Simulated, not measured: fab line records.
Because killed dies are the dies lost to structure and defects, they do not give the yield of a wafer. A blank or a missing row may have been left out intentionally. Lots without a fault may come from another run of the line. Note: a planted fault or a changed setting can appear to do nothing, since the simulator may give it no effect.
A lot that was struck, set against a sound lot + flow berkeleyCmos170 + 23 steps out of a route of 331
Sound: wafers L602.2, L602.3, L602.4. Wafers L609.3, L609.4, L609.6 were the ones struck. The cause comes at the end.
For every step that has rows: the tool of each side, followed by ch and its chambers, followed by its first start. Under that, the readings that differ: sound wafers + struck wafers + difference of the means + sigmas: that difference in standard deviations of wafers without a fault.
alike: a reading whose means differ by less than 2 such deviations, as well as words and numbers matching on both sides. not compared: withheld readings; readings where some wafer has no value; bounds like >300 that might hide an equal value; numbers whose values overlap and for which the record gives no deviation.
A row with sigmas, a row that says differs or no value, or rows on one side alone: a step with any of these is where the two part. Non-overlapping numbers with no deviation appear without sigmas and do not part them. A reading that every wafer of one side lacks parts them only if that side has two wafers or more.

UCB170_NWELL_ETCH_13: etches Si3N4 in CH3F/Ar/O2, stops on SiO2, target depth 246.4 nm, time 154 s.
  sound on rieDiel-03 ch 0,2,3, day 4 00:09; struck on rieDiel-02 ch 2,3, day 5 07:13
| reading             | sound             | struck            | difference | sigmas |
|---------------------|-------------------|-------------------|------------|--------|
| oesProductAu (a.u.) | 0.972 0.966 0.935 | 0.924 0.930 0.929 | -0.030     | -2     |
  alike: drypumpMotorCurrentA, throttleValvePct
  not compared: rfHoursCounterH
then, 1 step without rows for these wafers: UCB170_NWELL_IMPLANT_14.
UCB170_NWELL_STRIP_15: strips in O2.
  sound on plasmaAsher-01 ch 0,1, day 4 00:24; struck on plasmaAsher-03 ch 0,1, day 5 07:31
  alike: drypumpMotorCurrentA, oesProductAu, stripTimeToEndpointS
  not compared: rfHoursCounterH
UCB170_NWELL_TW_MEAS_16:
  sound on filmMetro-04 at day 4 00:31; struck on filmMetro-04 at day 5 07:36
  alike: NWELL_TW
then, 6 steps without rows for these wafers: UCB170_NWELL_CLEAN_17 (cleans in SPM, time 600 s); UCB170_NWELL_WET_ETCH_18 (etches Si3N4 in H3PO4, time 14400 s); UCB170_NWELL_WET_ETCH_19 (etches SiO2 in BOE, time 22 s); UCB170_PWELL_CLEAN_00 (cleans in SPM, time 600 s); UCB170_PWELL_CLEAN_01 (cleans in dHF, time 60 s); UCB170_PWELL_OXIDATION_02 (target thk 26.4 nm, ox time 1260 s).
UCB170_PWELL_THK_MEAS_03:
  sound on filmMetro-02 at day 4 16:32; struck on filmMetro-03 at day 5 21:01
  alike: PWELL_OXIDE_THK
then, 1 step without rows for these wafers: UCB170_PWELL_ANNEAL_04 (time 900 s).
UCB170_PWELL_CVD_05: deposits Si3N4 from SiH2Cl2/NH3, target thk 220 nm, time 3300 s.
  sound on lpcvd-01 ch 0, day 4 21:41; struck on lpcvd-02 ch 1, day 6 02:59
  no value came back on the struck wafers for nh3FlowSccm (sccm), pressureMtorr (mTorr), spikeTcLoadC (C); on the sound wafers nh3FlowSccm (sccm) reads 74.89 74.87 75.10
then, 6 steps without rows for these wafers: UCB170_PWELL_HMDS_07 (prime time 60 s); UCB170_PWELL_COAT_08 (resist thk 900 nm); UCB170_PWELL_SOFTBAKE_09 (time 60 s); UCB170_PWELL_EXPOSE_10 (exposes mask PWELL, target cd 3000 nm); UCB170_PWELL_PEB_11; UCB170_PWELL_DEVELOP_12 (develop time 45 s).
UCB170_PWELL_OVL_MEAS_13:
  sound on overlay-02 at day 5 01:56; struck on overlay-01 at day 6 07:14
  alike: PWELL_OVL
UCB170_PWELL_ETCH_14: etches Si3N4 in CH3F/Ar/O2, stops on SiO2, target depth 242 nm, time 151 s.
  sound on rieDiel-01 ch 2,3, day 5 01:58; struck on rieDiel-02 ch 0,3, day 6 07:16
  alike: drypumpMotorCurrentA, oesProductAu, throttleValvePct
  not compared: rfHoursCounterH, model.etch.depthNm
then, 1 step without rows for these wafers: UCB170_PWELL_IMPLANT_15.
-- the record jumps here: 5 days lie between the struck wafers' starts before and after (it left off in module PWELL and takes up again in module M3, whose first step shown is number 331 of the route) --
UCB170_M3_PROBE_99:
  the record has rows for the struck wafers here (prober-01, day 11 11:17) and none for the sound ones

WHERE THEY PART
First at UCB170_NWELL_ETCH_13; last, within this record, at UCB170_M3_PROBE_99.

WHY: what the simulator had put in
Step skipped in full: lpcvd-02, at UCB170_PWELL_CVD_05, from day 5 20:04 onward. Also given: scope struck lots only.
